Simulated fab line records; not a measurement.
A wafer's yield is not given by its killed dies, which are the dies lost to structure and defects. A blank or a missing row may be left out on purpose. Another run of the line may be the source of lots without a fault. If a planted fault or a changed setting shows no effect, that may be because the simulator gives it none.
Which tool was responsible? -- flow berkeley_cmos170 -- 15 lots (45 wafers sampled), 1 step of a 331-step route

WHAT THE GAUGES READ, wafer by wafer
UCB170_NLDD_OVL_MEAS_07.
lot,measured,on,NLDD_OVL (nm)
L900,day 7 03:37,overlay-01,11 4 3
L903,day 7 17:54,overlay-02,9 12 4
L902,day 7 18:11,overlay-01,-11 -5 -5
L901,day 7 18:23,overlay-02,-4 -2 6
L905,day 8 06:22,overlay-02,5 7 -2
L907,day 8 19:29,overlay-02,-1 -3 -6
L908,day 9 02:40,overlay-02,7 -11 0
L911,day 9 07:54,overlay-01,-11 -9 -3
L909,day 9 08:11,overlay-02,8 11 0
L914,day 10 15:08,overlay-02,-2 -6 0
L915,day 10 15:52,overlay-01,1 -9 1
L919,day 11 16:34,overlay-01,-2 3 -3
L920,day 12 02:38,overlay-02,-5 5 -3
L922,day 12 19:19,overlay-02,-3 2 2
L921,day 12 19:26,overlay-01,9 -3 0

WHAT TOOL EACH LOT RAN ON (gives the tool, then ch and the chambers of the sampled wafers, and finally the start)
The record shows no process step preceding these readings.

AS READ BY THE TOOLS THEMSELVES (means over the sampled wafers that have a number; for cases with no such wafer, the mark the record gives instead)
The record holds no such reading with a usual standard deviation.

THE ANSWER, worked out from the rows above alone
Rule: what is usual is taken from the lots themselves. The widest of any qualifying gaps counts: lots, ordered by their means at a reading, are off when they make up no more than a third of the lots, leave a main group of 4 or more, and stand apart from it by 3 or more times the standard deviation of that group's means. A main group is skipped when, at the precision printed for the reading in the tables above, its means are all equal. Also off: a lot with no number at a reading for which 4 or more lots have one. Where the step has rows for the other lots, those lots are counted as sound. First the gauges in route order, then the tools' own readings, where a lot's mean is used as printed above. At the first step where some lot is off, the reading lying furthest off is the one used; lots without a number count as furthest.
No lot is off on any of the readings shown, so nothing can be concluded from this.

WHAT HAD BEEN PUT IN BY THE SIMULATOR
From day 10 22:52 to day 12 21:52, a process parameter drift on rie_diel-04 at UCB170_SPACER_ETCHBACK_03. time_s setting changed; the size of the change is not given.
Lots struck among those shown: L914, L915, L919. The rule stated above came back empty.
